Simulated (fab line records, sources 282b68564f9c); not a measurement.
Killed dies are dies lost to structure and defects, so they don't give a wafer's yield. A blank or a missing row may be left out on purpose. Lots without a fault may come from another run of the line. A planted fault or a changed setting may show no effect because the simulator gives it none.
Split-lot experiment | flow rit_cmos | 5 lots, 23 wafers read, on a route of 202 steps

THE SPLIT
At RIT_NLDD_SOFTBAKE_02 (time 60 s), the setting temp_c was moved away from the recipe's 90 C on 5 of the 23 wafers read, by -2.9% to +3.2%. The other wafers ran this setting at the recipe's value.

FROM THE SPLIT TO THE READING: what the file shows between them, 2 steps
- RIT_NLDD_EXPOSE_03: exposes mask M7, target cd 40700 nm
- RIT_NLDD_PEB_04

THE READING
NOVOLAK_of_NLDD_COAT_01.thk_nm (the simulator's own value, which no gauge read), in nm, at RIT_NLDD_DEVELOP_05 (develop time 50 s). The file gives no usual value for it. The 18 wafers here that ran the recipe average 1000.7 nm, standard deviation 2.7 nm.

wafer  | tool, chamber at the split | temp_c as run, C | against the recipe | NOVOLAK_of_NLDD_COAT_01.thk_nm, nm | against lot-mates on the recipe
L074.2 | litho_track-03, 0          | 92.85            | +3.2%              | 991.1                              | -6.9
L074.3 | litho_track-03, 0          | 92.85            | +3.2%              | 991.5                              | -6.5
L074.4 | litho_track-03, 0          | 90               | recipe             | 997.2                              | -
L074.5 | litho_track-03, 0          | 92.85            | +3.2%              | 991.3                              | -6.8
L074.6 | litho_track-03, 0          | 90               | recipe             | 998.9                              | -
L077.1 | litho_track-01, 0          | 87.36            | -2.9%              | 1004                               | +6.8
L077.2 | litho_track-01, 0          | 87.36            | -2.9%              | 1007                               | +9.8
L077.3 | litho_track-01, 0          | 90               | recipe             | 996.3                              | -
L077.5 | litho_track-01, 0          | 90               | recipe             | 996.9                              | -
L077.6 | litho_track-01, 0          | 90               | recipe             | 998.5                              | -
L079.1 | litho_track-02, 0          | 90               | recipe             | 1004                               | -
L079.2 | litho_track-02, 0          | 90               | recipe             | 1003                               | -
L079.3 | litho_track-02, 0          | 90               | recipe             | 1003                               | -
L079.4 | litho_track-02, 0          | 90               | recipe             | 1002                               | -
L079.6 | litho_track-02, 0          | 90               | recipe             | 1002                               | -
L082.1 | litho_track-02, 0          | 90               | recipe             | 997.5                              | -
L082.3 | litho_track-02, 0          | 90               | recipe             | 998.4                              | -
L082.4 | litho_track-02, 0          | 90               | recipe             | 999.1                              | -
L085.1 | litho_track-03, 0          | 90               | recipe             | 1005                               | -
L085.3 | litho_track-03, 0          | 90               | recipe             | 1001                               | -
L085.4 | litho_track-03, 0          | 90               | recipe             | 1003                               | -
L085.5 | litho_track-03, 0          | 90               | recipe             | 1003                               | -
L085.6 | litho_track-03, 0          | 90               | recipe             | 1003                               | -

THE FIT
A straight line over all 23 wafers: NOVOLAK_of_NLDD_COAT_01.thk_nm changes by -2.45 nm for each +1% of temp_c; r = -0.81; the points scatter about the line by 2.7 nm.
The same after taking each lot's own level away (the mean of its wafers on the recipe; 23 wafers): -2.4 nm for each +1%; r = -0.96; scatter 1.1 nm.
On that fit, the largest move of temp_c shifts the reading by 7.6 nm.
The lots' own levels span 997.23 to 1003.00 nm, that is 2.1 times the standard deviation above.
So the lot-to-lot level changes the slope little: the two slopes agree.
Check: with one of the wafers moved furthest among these (+3.2%) left out of the fit, the line predicts -7.51 nm for it against its lot-mates. It came out at -6.95 nm against them.

OTHER SPLITS ON THESE WAFERS
These wafers also went through other splits before the reading. Each is held against what the fit with the lots' levels taken away leaves over:
other split on the same wafers     | wafers away from the commonest value | r with NOVOLAK_of_NLDD_COAT_01.thk_nm (lot level and that fit taken away)
RIT_ACTIVE_CVD_03 pressure_mtorr   | 10                                   | +0.09
RIT_ACTIVE_EXPOSE_08 dose_mj       | 12                                   | +0.27
RIT_ACTIVE_STRIP_14 pressure_mtorr | 15                                   | -0.23
RIT_FOX1_OXIDATION_00 ox_time_s    | 15                                   | -0.09
RIT_NWELL_IMPLANT_08 dose_cm2      | 7                                    | -0.09
RIT_PWELL_COAT_01 resist_thk_nm    | 8                                    | -0.45
RIT_GATE_CVD_08 time_s             | 18                                   | -0.02

THE FILE'S OWN FIT
NOVOLAK_of_NLDD_COAT_01.thk_nm changes by -2.48 nm for each +1% of temp_c, r = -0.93.
